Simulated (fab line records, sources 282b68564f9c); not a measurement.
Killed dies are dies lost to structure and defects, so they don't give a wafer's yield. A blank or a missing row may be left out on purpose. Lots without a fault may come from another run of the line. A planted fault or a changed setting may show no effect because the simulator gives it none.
Problem report in the 8D (eight disciplines) form, filled by code | flow rit_cmos | the parts of the form that need people (team, actions taken, sign-off) are left out

1. THE PROBLEM
NLDD_TW at RIT_NLDD_TW_MEAS_10 reads a mean of 2728 on 6 wafers of 2 lots; wafers without a fault read 2499 with a standard deviation of 16. That is +14 standard deviations from the usual mean.
First seen on wafer L852.2, day 6 19:37, on film_metro-04. The record holds 42 wafers of 14 lots with a number at this step. Rule for "out", or "out of limits": more than 4 standard deviations from the usual mean. The other wafers with a number count as sound.

2. WHAT IT IS AND WHAT IT IS NOT
question                    | is                           | is not
which readings at this step | NLDD_TW                      | -
which lots                  | L852, L856                   | L834, L835, L837, L841, L843, L844, L845, L846, L848, L850, L851, L855
which wafers of those lots  | all that have a number       | -
read on which gauges        | film_metro-03, film_metro-04 | film_metro-02
when                        | from day 6 19:37             | up to then (30 sound wafers); but 6 sound wafers of L851, L855 came after

3. SUSPECTS, AND WHAT RULES EACH OUT
Counting: a tool at a process step up to the reading stays a suspect if it ran every lot that is out and no sound lot after the first of them.
- the gauge at RIT_NLDD_TW_MEAS_10: ruled out. The wafers that are out were read on 2 gauges (film_metro-03, film_metro-04).
- litho_track-02 at RIT_PWELL_SOFTBAKE_02 (time 61.06 s): kept. It ran every lot that is out, first L852 (day 5 22:16), and no sound lot after that; its last sound lot up to then is L850 (day 5 13:11).
- implanter-02 at RIT_NLDD_IMPLANT_08: kept. It ran every lot that is out, first L852 (day 6 19:18), and no sound lot after that; its last sound lot up to then is L845 (day 5 09:43). Its own readings are out on those wafers: dose_ions_cm2, faraday_current_uA.
Left after counting: litho_track-02 at RIT_PWELL_SOFTBAKE_02, implanter-02 at RIT_NLDD_IMPLANT_08.

4. THE CAUSE (what the simulator had put in)
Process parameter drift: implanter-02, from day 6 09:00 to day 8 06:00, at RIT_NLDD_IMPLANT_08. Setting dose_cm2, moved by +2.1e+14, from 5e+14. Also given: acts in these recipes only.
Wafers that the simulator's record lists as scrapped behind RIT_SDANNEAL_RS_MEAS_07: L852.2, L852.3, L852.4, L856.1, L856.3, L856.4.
Counting left 2 suspects, and this tool is among them.

5. THE CHAIN OF EFFECTS, in route order
Each row: a reading whose mean over the struck wafers that have a number lies more than 3 standard deviations from the usual. Only readings for which the record gives a usual standard deviation are gone through. hours: the time from each lot's start at the first step in this table that gives one to its start at this step, as a median over the lots. sigmas: the change in usual standard deviations.
hours | step                    | reading            | usual        | on struck wafers | change | sigmas
0     | RIT_NLDD_IMPLANT_08     | dose_ions_cm2      | 5e+14        | 7e+14            | +2e+14 | +99 or more
0     | RIT_NLDD_IMPLANT_08     | faraday_current_uA | 1572         | 2194             | +622   | +21
0     | RIT_NLDD_TW_MEAS_10     | NLDD_TW            | 2499         | 2728             | +230   | +14
15    | RIT_SDANNEAL_RS_MEAS_07 | NLDD_RS            | 151.6 ohm/sq | 113.9            | -37.7  | -90
The process steps in it:
- RIT_NLDD_IMPLANT_08

6. WHAT WOULD HAVE CAUGHT IT SOONER
In this record the first reading out of limits at a measuring or inspecting step was taken at day 6 19:37, 11 hours after the fault began at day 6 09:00.
The tool's own readings at RIT_NLDD_IMPLANT_08 were out on every struck wafer that the step has a row for (dose_ions_cm2, faraday_current_uA): an alarm limit on them would have fired on the first of those.
Of the lots that are out (2), L856 began RIT_NLDD_IMPLANT_08 on implanter-02 after day 6 19:37. A hold on the tool at that time would have spared it.
